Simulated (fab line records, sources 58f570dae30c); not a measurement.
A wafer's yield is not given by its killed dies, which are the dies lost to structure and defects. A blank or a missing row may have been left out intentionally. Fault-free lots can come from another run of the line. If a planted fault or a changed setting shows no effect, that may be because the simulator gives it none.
Lot-split experiment | flow berkeley-cmos170 | 26 wafers read across 5 lots, on a route 331 steps long

== THE SPLIT ITSELF ==
At UCB170_SPACER_ETCHBACK_03 (etches SiO2 in CHF3/CF4/Ar, stops on Si, target depth 376 nm, time 100 s), the setting time-s was moved away from the recipe's 100 s on 9 of the 26 wafers read, by +45.2% to +53.8%. For the rest of the wafers, this setting stayed at what the recipe calls for.

== FROM THE SPLIT TO THE READING: what the file shows between them, 3 steps ==
- UCB170_M2_METAL_ETCH_18: etches Al in Cl2/BCl3, stops on SiO2, target depth 1170 nm, time 195 s (also split here: time-s)
- UCB170_M2_STRIP_19: strips in O2
- UCB170_M2_CD_MEAS_90: target cd 700 nm

== THE READING ==
In nm, at UCB170_M3_PROBE_99: etest.pldd.width-nm, which is the simulator's own figure and was read by no gauge. There is no usual value for it anywhere in the file. Average 612.6 nm, standard deviation 19 nm, over the 17 wafers here run with the recipe.

wafer  | tool, chamber at the split | time-s as run, s | against the recipe | etest.pldd.width-nm, nm | against lot-mates on the recipe
L078.1 | rie-diel-04, 3,2,2         | 100              | recipe             | 602.5                   | -
L078.2 | rie-diel-04, 3,2,2         | 100              | recipe             | 589.9                   | -
L078.3 | rie-diel-04, 0,3,0         | 153.8            | +53.8%             | 567.8                   | -26.9
L078.4 | rie-diel-04, 0,3,0         | 153.8            | +53.8%             | 572.8                   | -21.9
L078.5 | rie-diel-04, 3,2,2         | 100              | recipe             | 591.8                   | -
L078.6 | rie-diel-04, 0,3,0         | 153.8            | +53.8%             | 548.8                   | -45.9
L077.1 | rie-diel-01, 3,0,2,2,0,3   | 100              | recipe             | 596.8                   | -
L077.2 | rie-diel-01, 3,0,2,2,0,3   | 100              | recipe             | 595.1                   | -
L077.3 | rie-diel-01, 3,0,2,2,0,3   | 100              | recipe             | 596.5                   | -
L077.4 | rie-diel-01, 3,0,2,2,0,3   | 100              | recipe             | 606.3                   | -
L077.5 | rie-diel-01, 3,0,2,2,0,3   | 100              | recipe             | 602                     | -
L077.6 | rie-diel-01, 3,0,2,2,0,3   | 100              | recipe             | 594.2                   | -
L081.1 | rie-diel-02, 1,0,2         | 100              | recipe             | 609.9                   | -
L081.2 | rie-diel-02, 2,0,1         | 145.2            | +45.2%             | 584.3                   | -27.9
L081.3 | rie-diel-02, 2,0,1         | 145.2            | +45.2%             | 595.4                   | -16.8
L081.4 | rie-diel-02, 2,0,1         | 145.2            | +45.2%             | 598.6                   | -13.5
L081.6 | rie-diel-02, 1,0,2         | 100              | recipe             | 614.4                   | -
L083.2 | rie-diel-01, 2,3,0         | 100              | recipe             | 638.2                   | -
L083.3 | rie-diel-01, 2,3,0         | 100              | recipe             | 622.9                   | -
L083.6 | rie-diel-01, 2,3,0         | 100              | recipe             | 626.9                   | -
L085.1 | rie-diel-04, 2,1,2         | 150.4            | +50.4%             | 606.7                   | -35.8
L085.2 | rie-diel-04, 2,1,2         | 150.4            | +50.4%             | 612.1                   | -30.4
L085.3 | rie-diel-04, 0,3,3         | 100              | recipe             | 633                     | -
L085.4 | rie-diel-04, 0,3,3         | 100              | recipe             | 651.1                   | -
L085.5 | rie-diel-04, 0,3,3         | 100              | recipe             | 643.5                   | -
L085.6 | rie-diel-04, 2,1,2         | 150.4            | +50.4%             | 609.6                   | -32.9
Rows listing several chambers each stand for several wafers; the file does not say which wafer went through which chamber.

FIT RESULTS
A straight line over all 26 wafers: etest.pldd.width-nm changes by -0.504 nm for each +1% of time-s; r = -0.53; the points scatter about the line by 20 nm.
The same after taking each lot's own level away (the mean of its wafers on the recipe; 26 wafers): -0.57 nm for each +1%; r = -0.90; scatter 6.9 nm.
That fit puts the effect of the largest move of time-s on the reading at 31 nm.
From 594.73 to 642.53 nm: that is the span of the lots' own levels, equal to 2.5 times the standard deviation above.
So the lot-to-lot level blurs the effect unless lot-mates are compared.
Check: with one of the wafers moved furthest among these (+53.8%) left out of the fit, the line predicts -31.1 nm for it against its lot-mates. Against them it came out at -26.9 nm.

== THE OTHER SPLITS THESE WAFERS WENT THROUGH ==
Other splits were also applied to these wafers ahead of the reading. Each is held against what the fit with the lots' levels taken away leaves over:
other split on the same wafers      | wafers away from the commonest value | r with etest.pldd.width-nm (lot level and that fit taken away)
UCB170_NWELL_OXIDATION_01 ox-time-s | 11                                   | +0.21
UCB170_PWELL_ETCH_14 time-s         | 8                                    | -0.09
UCB170_SACOX_OXIDATION_01 ox-time-s | 17                                   | +0.14
UCB170_M2_METAL_ETCH_18 time-s      | 8                                    | -0.19

== THE WHOLE CHAIN: every reading that the file lists as answering this split, in the file's order ==
step               | what it does | reading                                                                   | change (the file's fit)                                                              | r (the file's)
UCB170_M3_PROBE_99 |              | etest.pldd.line-ohm-um (the simulator's own value, which no gauge read)   | not straight: 1798 at the lowest setting, 1798 at the recipe, 6.299 at the highest   | not given
UCB170_M3_PROBE_99 |              | etest.nldd.line-ohm-um (the simulator's own value, which no gauge read)   | not straight: 1254 at the lowest setting, 1254 at the recipe, 6.174 at the highest   | not given
UCB170_M3_PROBE_99 |              | etest.pldd.rs-ohm-sq (the simulator's own value, which no gauge read)     | not straight: 1103 at the lowest setting, 1103 at the recipe, 3.549 at the highest   | not given
UCB170_M3_PROBE_99 |              | etest.nldd.rs-ohm-sq (the simulator's own value, which no gauge read)     | not straight: 767.8 at the lowest setting, 767.8 at the recipe, 3.488 at the highest | not given
UCB170_M3_PROBE_99 |              | etest.pplus-sal.width-nm (the simulator's own value, which no gauge read) | +3.05 nm for each +1% of the setting                                                 | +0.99
UCB170_M3_PROBE_99 |              | etest.nplus-sal.width-nm (the simulator's own value, which no gauge read) | +3.02 nm for each +1% of the setting                                                 | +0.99
UCB170_M3_PROBE_99 |              | etest.pldd.width-nm (the simulator's own value, which no gauge read)      | -0.575 nm for each +1% of the setting                                                | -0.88

== THE FILE'S OWN FIT ==
etest.pldd.width-nm changes by -0.575 nm for each +1% of time-s, r = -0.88.
